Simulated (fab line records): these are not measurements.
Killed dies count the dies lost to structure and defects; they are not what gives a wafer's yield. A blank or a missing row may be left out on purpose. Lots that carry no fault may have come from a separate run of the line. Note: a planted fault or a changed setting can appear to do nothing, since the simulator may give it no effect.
Split-lot study    flow berkeley_cmos170    on a route of 331 steps: 5 lots, 23 wafers read

== THE SPLIT ITSELF ==
At UCB170_V1_COAT_07 (resist thk 900 nm), the setting resist_thk_nm was moved away from the recipe's 900 nm on 5 of the 23 wafers read, by -5.0% to -4.1%. This setting was run at the recipe's value on the other wafers.

== FROM THE SPLIT TO THE READING: what the file shows between them, 2 steps ==
- UCB170_V1_SOFTBAKE_08: time 60 s
- UCB170_V1_EXPOSE_09: exposes mask VIA1, target cd 700 nm

== THE READING ==
KrF_of_V1_COAT_07.thk_nm (the simulator's own value, which no gauge read), in nm, at UCB170_V1_ETCH_14 (etches SiO2 in CHF3/CF4/Ar, stops on Al, target depth 1250 nm, time 291 s). No usual value for it is given in the file. Here, 18 wafers ran the recipe; their average is 614.0 nm with a standard deviation of 5.6 nm.

wafer   tool, chamber at the split  resist_thk_nm as run, nm  against the recipe  KrF_of_V1_COAT_07.thk_nm, nm  against lot-mates on the recipe
L074.2  litho_track-03, 0           855.3                     -5.0%               568                           -48.2
L074.3  litho_track-03, 0           855.3                     -5.0%               569                           -47.2
L074.4  litho_track-03, 0           900                       recipe              620.6                         -
L074.5  litho_track-03, 0           900                       recipe              611.7                         -
L074.6  litho_track-03, 0           855.3                     -5.0%               565.3                         -50.9
L075.2  litho_track-03, 0           900                       recipe              606.2                         -
L075.3  litho_track-03, 0           900                       recipe              612.3                         -
L075.4  litho_track-03, 0           900                       recipe              607.6                         -
L075.5  litho_track-03, 0           863.5                     -4.1%               566.1                         -42.6
L075.6  litho_track-03, 0           863.5                     -4.1%               572.2                         -36.5
L077.3  litho_track-03, 0           900                       recipe              610.6                         -
L077.4  litho_track-03, 0           900                       recipe              612.9                         -
L077.5  litho_track-03, 0           900                       recipe              606.7                         -
L080.1  litho_track-03, 0           900                       recipe              620.1                         -
L080.2  litho_track-03, 0           900                       recipe              613.5                         -
L080.3  litho_track-03, 0           900                       recipe              613.7                         -
L080.4  litho_track-03, 0           900                       recipe              608.1                         -
L080.5  litho_track-03, 0           900                       recipe              609.7                         -
L082.1  litho_track-04, 0           900                       recipe              614                           -
L082.2  litho_track-04, 0           900                       recipe              625.8                         -
L082.3  litho_track-04, 0           900                       recipe              615.2                         -
L082.5  litho_track-04, 0           900                       recipe              623.4                         -
L082.6  litho_track-04, 0           900                       recipe              619                           -

FIT RESULTS
A straight line over all 23 wafers: KrF_of_V1_COAT_07.thk_nm changes by +9.86 nm for each +1% of resist_thk_nm; r = +0.96; the points scatter about the line by 5.6 nm.
The same after taking each lot's own level away (the mean of its wafers on the recipe; 23 wafers): +9.79 nm for each +1%; r = +0.98; scatter 3.8 nm.
That fit puts the effect of the largest move of resist_thk_nm on the reading at 49 nm.
The span of the lots' own levels, 608.70 to 619.48 nm, comes to 1.9 times the standard deviation stated above.
The two slopes are in agreement: the lot-to-lot level therefore moves the slope only a little.
Check: -48.8 nm against its lot-mates is what the line predicts for one of the wafers moved furthest among these (-5.0%) when that wafer is left out of the fit. It came out at -48.2 nm against them.

== FURTHER SPLITS ON THESE WAFERS ==
These wafers also went through other splits before the reading. Each is held against what the fit with the lots' levels taken away leaves over:
other split on the same wafers    wafers away from the commonest value  r with KrF_of_V1_COAT_07.thk_nm (lot level and that fit taken away)
UCB170_CONTACT_EXPOSE_12 dose_mj  7                                     +0.06
UCB170_M1_COAT_04 resist_thk_nm   7                                     +0.24
UCB170_M1_PEB_07 peb_temp_c       6                                     -0.24

== THE WHOLE CHAIN: every reading that the file lists as answering this split, in the file's order ==
step                what it does                                                               reading                                                                    change (the file's fit)               r (the file's)
UCB170_V1_COAT_07   resist thk 900 nm                                                          KrF_of_V1_COAT_07.thk_nm (the simulator's own value, which no gauge read)  +9.2 nm for each +1% of the setting   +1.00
UCB170_V1_ETCH_14   etches SiO2 in CHF3/CF4/Ar, stops on Al, target depth 1250 nm, time 291 s  KrF_of_V1_COAT_07.thk_nm (the simulator's own value, which no gauge read)  +9.79 nm for each +1% of the setting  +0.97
UCB170_V1_STRIP_15  strips in O2                                                               strip_time_to_endpoint_s                                                   withheld for each +1% of the setting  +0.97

== THE FILE'S OWN FIT ==
KrF_of_V1_COAT_07.thk_nm changes by +9.79 nm for each +1% of resist_thk_nm, r = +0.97.
